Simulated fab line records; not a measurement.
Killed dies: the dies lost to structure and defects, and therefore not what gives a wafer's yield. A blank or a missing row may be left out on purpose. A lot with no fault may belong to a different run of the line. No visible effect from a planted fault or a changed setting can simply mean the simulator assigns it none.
What tool caused it? -- flow berkeley-cmos170 -- at 1 step of a route of 331, 15 lots with 45 wafers sampled

## WHAT EACH GAUGE READ, for each wafer
UCB170_V1_OVL_MEAS_13.
lot,measured,on,V1_OVL (nm)
L539,day 7 05:43,overlay-01,1 -7 -7
L540,day 7 13:10,overlay-01,1 1 -2
L543,day 8 05:06,overlay-01,-2 -3 2
L545,day 8 22:56,overlay-01,3 7 4
L546,day 8 23:18,overlay-01,-8 -2 -4
L550,day 9 09:22,overlay-01,-7 -8 -7
L551,day 9 18:47,overlay-01,-6 -2 0
L552,day 10 01:55,overlay-02,-5 -11 -9
L555,day 10 13:49,overlay-02,-2 -9 -8
L556,day 10 19:09,overlay-02,-15 -5 -6
L559,day 11 13:56,overlay-02,-6 3 -9
L560,day 11 14:11,overlay-01,-18 -7 -12
L558,day 11 14:24,overlay-02,-7 -6 -8
L561,day 12 03:23,overlay-01,3 7 4
L562,day 12 03:40,overlay-01,0 1 -8

## TOOL THAT RAN EACH LOT (tool first, then ch and the chambers of the sampled wafers, then the start)
Before these readings, the record contains no process step.

## AS READ BY THE TOOLS THEMSELVES (means over the sampled wafers that have a number; for cases with no such wafer, the mark the record gives instead)
The record holds no such reading with a usual standard deviation.

## THE ANSWER, worked out from the rows above alone
Rule: the usual values come from the lots themselves. Put in order of their means at a reading, lots are off if they are a third of the lots or fewer, leave a main group of 4 or more, and stand apart from it by a gap of 3 or more times the standard deviation of the main group's means; of several such gaps the widest counts. A main group is skipped when, at the precision printed for the reading in the tables above, its means are all equal. Also off: a lot with no number at a reading for which 4 or more lots have one. Any other lot the step has rows for is counted as sound. After the gauges, taken in route order, come the tools' own readings; for these a lot's mean is taken, as printed above. The first step at which some lot is off is used, and at that step the reading that is off furthest; a lot without a number counts as furthest.
No lot is off on any of the readings shown, so nothing can be concluded from this.

## WHAT THE SIMULATOR HAD INSERTED
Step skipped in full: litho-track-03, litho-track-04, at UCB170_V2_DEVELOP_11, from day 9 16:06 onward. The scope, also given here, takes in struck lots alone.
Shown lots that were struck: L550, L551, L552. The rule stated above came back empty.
